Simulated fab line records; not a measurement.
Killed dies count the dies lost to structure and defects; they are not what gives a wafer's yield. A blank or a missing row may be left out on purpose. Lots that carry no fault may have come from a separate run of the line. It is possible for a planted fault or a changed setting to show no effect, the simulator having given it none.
Split-lot trial | flow berkeley-cmos170 | 23 wafers read from 5 lots, route of 331 steps

ON THE SPLIT
At UCB170_M2_PEB_13, the setting peb-temp-c was moved away from the recipe's 130 C on 5 of the 23 wafers read, by -2.9% to -2.8%. All remaining wafers had this setting at the recipe value.

FROM THE SPLIT TO THE READING: what the file shows between them, 5 steps
- UCB170_M2_DEVELOP_14: develop time 45 s
- UCB170_M2_CD_MEAS_15: target cd 700 nm
- UCB170_M2_ETCH_17: etches BARC in N2/H2
- UCB170_M2_METAL_ETCH_18: etches Al in Cl2/BCl3, stops on SiO2, target depth 1170 nm, time 195 s
- UCB170_M2_STRIP_19: strips in O2

THE READING
cd-nm (nm) at UCB170_M2_CD_MEAS_90, where the cd target is 700 nm. Fault-free wafers of this fab line usually give 699.5 nm, standard deviation 2.8 nm.

wafer  | tool, chamber at the split | peb-temp-c as run, C | against the recipe | cd-nm, nm | against lot-mates on the recipe
L075.1 | litho-track-01, 0          | 130                  | recipe             | 701.1     | -
L075.2 | litho-track-01, 0          | 130                  | recipe             | 704.4     | -
L075.3 | litho-track-01, 0          | 130                  | recipe             | 700.2     | -
L075.4 | litho-track-01, 0          | 130                  | recipe             | 699.9     | -
L075.5 | litho-track-01, 0          | 130                  | recipe             | 705.8     | -
L076.1 | litho-track-03, 0          | 130                  | recipe             | 696.6     | -
L076.3 | litho-track-03, 0          | 126.2                | -2.9%              | 723.0     | +23.8
L076.4 | litho-track-03, 0          | 126.2                | -2.9%              | 730.6     | +31.4
L076.5 | litho-track-03, 0          | 126.2                | -2.9%              | 725.4     | +26.2
L076.6 | litho-track-03, 0          | 130                  | recipe             | 701.7     | -
L080.1 | litho-track-03, 0          | 126.3                | -2.8%              | 724.4     | +27.7
L080.3 | litho-track-03, 0          | 130                  | recipe             | 696.7     | -
L080.4 | litho-track-03, 0          | 130                  | recipe             | 696.3     | -
L080.5 | litho-track-03, 0          | 130                  | recipe             | 697.2     | -
L080.6 | litho-track-03, 0          | 126.3                | -2.8%              | 723.5     | +26.8
L082.1 | litho-track-03, 0          | 130                  | recipe             | 704.1     | -
L082.2 | litho-track-03, 0          | 130                  | recipe             | 701.9     | -
L082.3 | litho-track-03, 0          | 130                  | recipe             | 702.8     | -
L082.5 | litho-track-03, 0          | 130                  | recipe             | 699.0     | -
L082.6 | litho-track-03, 0          | 130                  | recipe             | 704.5     | -
L085.1 | litho-track-04, 0          | 130                  | recipe             | 699.8     | -
L085.3 | litho-track-04, 0          | 130                  | recipe             | 698.4     | -
L085.5 | litho-track-04, 0          | 130                  | recipe             | 696.8     | -

THE FIT
A straight line over all 23 wafers: cd-nm changes by -8.64 nm for each +1% of peb-temp-c; r = -0.96; the points scatter about the line by 3 nm.
The same after taking each lot's own level away (the mean of its wafers on the recipe; 23 wafers): -9.4 nm for each +1%; r = -0.98; scatter 2.1 nm.
On that fit, the largest move of peb-temp-c shifts the reading by 27 nm.
The lots' own levels span 696.73 to 702.46 nm, that is 2.0 times the standard deviation above.
The two slopes are in agreement: the lot-to-lot level therefore moves the slope only a little.
Check: with one of the wafers moved furthest among these (-2.9%) left out of the fit, the line predicts +28.4 nm for it against its lot-mates. It came out at +23.8 nm against them.

ADDITIONAL SPLITS CARRIED BY THESE WAFERS
Note: prior to the reading, these wafers also went through further splits. Each is held against what the fit with the lots' levels taken away leaves over:
other split on the same wafers | wafers away from the commonest value | r with cd-nm (lot level and that fit taken away)
UCB170_M1_SPUTTER_00 power-w   | 6                                    | -0.10
UCB170_V1_PEB_10 peb-temp-c    | 6                                    | -0.16

THE WHOLE CHAIN: every reading that the file lists as answering this split, in the file's order
step                    | what it does                                                           | reading                                                   | change (the file's fit)              | r (the file's)
UCB170_M2_CD_MEAS_15    | target cd 700 nm                                                       | cd-nm                                                     | -9.57 nm for each +1% of the setting | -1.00
UCB170_M2_ETCH_17       | etches BARC in N2/H2                                                   | M2.cd-nm (the simulator's own value, which no gauge read) | -9.7 nm for each +1% of the setting  | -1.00
UCB170_M2_METAL_ETCH_18 | etches Al in Cl2/BCl3, stops on SiO2, target depth 1170 nm, time 195 s | M2.cd-nm (the simulator's own value, which no gauge read) | -9.48 nm for each +1% of the setting | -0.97
UCB170_M2_CD_MEAS_90    | target cd 700 nm                                                       | cd-nm                                                     | -9.42 nm for each +1% of the setting | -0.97

THE FILE'S OWN FIT
cd-nm changes by -9.42 nm for each +1% of peb-temp-c, r = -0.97.
